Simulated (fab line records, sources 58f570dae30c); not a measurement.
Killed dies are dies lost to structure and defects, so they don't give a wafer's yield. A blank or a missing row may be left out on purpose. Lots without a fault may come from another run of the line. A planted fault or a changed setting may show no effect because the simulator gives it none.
Which tool did it? | flow berkeley_cmos170 | 7 lots, 21 wafers sampled, at 3 steps of a route of 331

WHAT THE GAUGES READ, wafer by wafer
UCB170_GATE_THK_MEAS_02.
lot  | measured     | on            | GATE_OXIDE_THK (nm)
L486 | day 6 15:19  | film_metro-04 | 6.72 6.67 6.81
L488 | day 6 15:16  | film_metro-02 | 6.44 6.58 6.60
L491 | day 7 10:46  | film_metro-01 | 6.62 6.53 6.44
L493 | day 7 10:43  | film_metro-01 | 6.39 6.40 6.39
L495 | day 8 01:03  | film_metro-01 | 8.82 8.83 8.80
L501 | day 9 01:54  | film_metro-04 | 6.56 6.52 6.56
L508 | day 10 19:02 | film_metro-01 | 6.84 6.86 6.78

WHICH TOOL RAN EACH LOT (tool, then ch and the chambers of the sampled wafers, then the start)
lot  | UCB170_ZERO_STRIP_07                | UCB170_GATE_OXIDATION_01
L486 | plasma_asher-04 ch 0,1, day 2 03:52 | furnace-02 ch 0, day 6 13:45
L488 | plasma_asher-03 ch 0,1, day 2 10:41 | furnace-02 ch 0, day 6 13:45
L491 | plasma_asher-04 ch 0,1, day 3 00:14 | furnace-04 ch 0, day 7 09:11
L493 | plasma_asher-03 ch 0,1, day 3 09:51 | furnace-04 ch 0, day 7 09:11
L495 | plasma_asher-02 ch 0,1, day 3 22:10 | furnace-04 ch 0, day 7 23:32
L501 | plasma_asher-03 ch 0,1, day 5 02:14 | furnace-02 ch 0, day 9 00:23
L508 | plasma_asher-03 ch 0,1, day 6 11:03 | furnace-02 ch 0, day 10 17:32
- UCB170_ZERO_STRIP_07: strips in O2.
- UCB170_GATE_OXIDATION_01: target thk 6.6 nm, ox time 1800 s.

THE ANSWER, worked out from the rows above alone
Rule: what is usual is taken from the lots themselves. Put in order of their means at a reading, lots are off if they are a third of the lots or fewer, leave a main group of 4 or more, and stand apart from it by a gap of 3 or more times the standard deviation of the main group's means; of several such gaps the widest counts. A main group whose means are all the same, to the digits that the tables above print for the reading, isn't used. A lot without any number at a reading at which 4 lots or more have one is off too. The other lots that the step has rows for count as sound.
Off: L495, at UCB170_GATE_THK_MEAS_02 (GATE_OXIDE_THK). The main group: mean 6.59 nm, standard deviation 0.14.
A tool fits if, at a process step before that reading, it ran every lot that is off, and no sound lot after the first of them. The gauges at UCB170_GATE_THK_MEAS_02 are tried like those tools. Can't be told from this: 2 tools fit, plasma_asher-02 at UCB170_ZERO_STRIP_07, furnace-04 at UCB170_GATE_OXIDATION_01.

WHAT THE SIMULATOR HAD PUT IN
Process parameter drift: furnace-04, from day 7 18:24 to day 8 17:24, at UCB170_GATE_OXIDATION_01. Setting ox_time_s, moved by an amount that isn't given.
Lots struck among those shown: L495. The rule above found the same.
